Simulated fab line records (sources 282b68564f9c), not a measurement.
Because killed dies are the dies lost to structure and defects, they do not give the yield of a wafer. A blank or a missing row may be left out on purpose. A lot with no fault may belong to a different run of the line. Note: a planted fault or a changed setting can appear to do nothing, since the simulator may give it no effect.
Which tool was responsible? + flow rit_cmos + 15 lots, 45 wafers sampled, at 2 steps of a route of 202

## WHAT EACH GAUGE READ, for each wafer
RIT_ACTIVE_THK_MEAS_02. Usual: for ACTIVE_OXIDE_THK the level is 48.1 nm and the standard deviation is 0.81.
| lot  | measured    | on            | ACTIVE_OXIDE_THK (nm) | flag |
|------|-------------|---------------|-----------------------|------|
| L933 | day 1 17:04 | film_metro-03 | 48.8 47.7 48.0        |      |
| L934 | day 1 22:03 | film_metro-02 | 47.3 46.0 47.4        |      |
| L935 | day 2 03:03 | film_metro-02 | 48.9 48.6 49.4        |      |
| L936 | day 2 08:05 | film_metro-02 | 49.2 48.5 49.2        |      |
| L937 | day 2 13:03 | film_metro-04 | 48.2 48.3 47.8        |      |
| L938 | day 2 18:03 | film_metro-04 | 46.6 46.8 47.7        |      |
| L939 | day 2 23:03 | film_metro-02 | 46.4 47.2 47.3        |      |
| L940 | day 3 04:04 | film_metro-02 | 47.9 48.2 48.3        |      |
| L941 | day 3 09:24 | film_metro-02 | 48.7 48.8 48.4        |      |
| L942 | day 3 14:03 | film_metro-04 | 47.6 48.2 47.6        |      |
| L943 | day 3 19:03 | film_metro-03 | 47.1 47.3 47.1        |      |
| L944 | day 4 02:35 | film_metro-02 | 76.1 76.8 74.8        | OFF  |
| L945 | day 4 08:07 | film_metro-02 | 78.1 77.5 77.6        | OFF  |
| L947 | day 4 17:10 | film_metro-04 | 79.1 78.2 78.9        | OFF  |
| L955 | day 6 07:04 | film_metro-02 | 48.9 49.1 48.9        |      |

## WHAT TOOL EACH LOT RAN ON (gives the tool, then ch and the chambers of the sampled wafers, and finally the start)
| lot  | RIT_ACTIVE_OXIDATION_01                                       |
|------|---------------------------------------------------------------|
| L933 | furnace-03 ch 0, day 1 15:07                                  |
| L934 | furnace-03 ch 0, day 1 20:07                                  |
| L935 | furnace-02 ch 0, day 2 01:07                                  |
| L936 | furnace-03 ch 0, day 2 06:07                                  |
| L937 | furnace-04 ch 0, day 2 11:07                                  |
| L938 | furnace-04 ch 0, day 2 16:07                                  |
| L939 | furnace-04 ch 0, day 2 21:07                                  |
| L940 | furnace-03 ch 0, day 3 02:07                                  |
| L941 | furnace-02 ch 0, day 3 07:28                                  |
| L942 | furnace-03 ch 0, day 3 12:07                                  |
| L943 | furnace-04 ch 0, day 3 17:07                                  |
| L944 | furnace-02 ch 0, day 3 22:07 and furnace-04 ch 0, day 4 00:39 |
| L945 | furnace-04 ch 0, day 4 03:07                                  |
| L947 | furnace-02 ch 0, day 4 13:07                                  |
| L955 | furnace-04 ch 0, day 6 05:07                                  |
- RIT_ACTIVE_OXIDATION_01: target thk 46.8 nm, ox time 3360 s.

## WHAT THE TOOLS THEMSELVES READ (means of the sampled wafers that have a number; where no wafer has one, the mark that the record gives instead)
RIT_ACTIVE_OXIDATION_01. Usual: tube_center_temp_C_max at 1005.6, with a standard deviation of 0.46.
| lot  | tool                  | tube_center_temp_C_max | flag |
|------|-----------------------|------------------------|------|
| L933 | furnace-03            | 1005.8                 |      |
| L934 | furnace-03            | 1005.8                 |      |
| L935 | furnace-02            | 1005.7                 |      |
| L936 | furnace-03            | 1005.7                 |      |
| L937 | furnace-04            | 1005.7                 |      |
| L938 | furnace-04            | 1005.9                 |      |
| L939 | furnace-04            | 1005.4                 |      |
| L940 | furnace-03            | 1005.3                 |      |
| L941 | furnace-02            | 1005.8                 |      |
| L942 | furnace-03            | 1005.8                 |      |
| L943 | furnace-04            | 1005.2                 |      |
| L944 | furnace-02/furnace-04 | 1005.5                 |      |
| L945 | furnace-04            | 1005.4                 |      |
| L947 | furnace-02            | 1005.6                 |      |
| L955 | furnace-04            | 1005.8                 |      |

## THE ANSWER, worked out from the rows above alone
Rule: take the mean of a lot's wafers that have a number; if it is more than 3 standard deviations from the usual mean, the lot is off. A lot without any number at a reading at which 4 lots or more have one is off too. Any other lot the step has rows for is counted as sound. First the gauges in route order, then the tools' own readings, where a lot's mean is used as printed above. At the first step where some lot is off, the reading lying furthest off is the one used; lots without a number count as furthest.
Off: at RIT_ACTIVE_THK_MEAS_02 (ACTIVE_OXIDE_THK), L944, L945, L947.
If a tool, at a process step before that reading, ran all the lots that are off and no sound lot after the first of them, it fits. The gauges at RIT_ACTIVE_THK_MEAS_02 are tried like those tools. Not one of the candidates tried fits.

## WHAT THE SIMULATOR PUT IN
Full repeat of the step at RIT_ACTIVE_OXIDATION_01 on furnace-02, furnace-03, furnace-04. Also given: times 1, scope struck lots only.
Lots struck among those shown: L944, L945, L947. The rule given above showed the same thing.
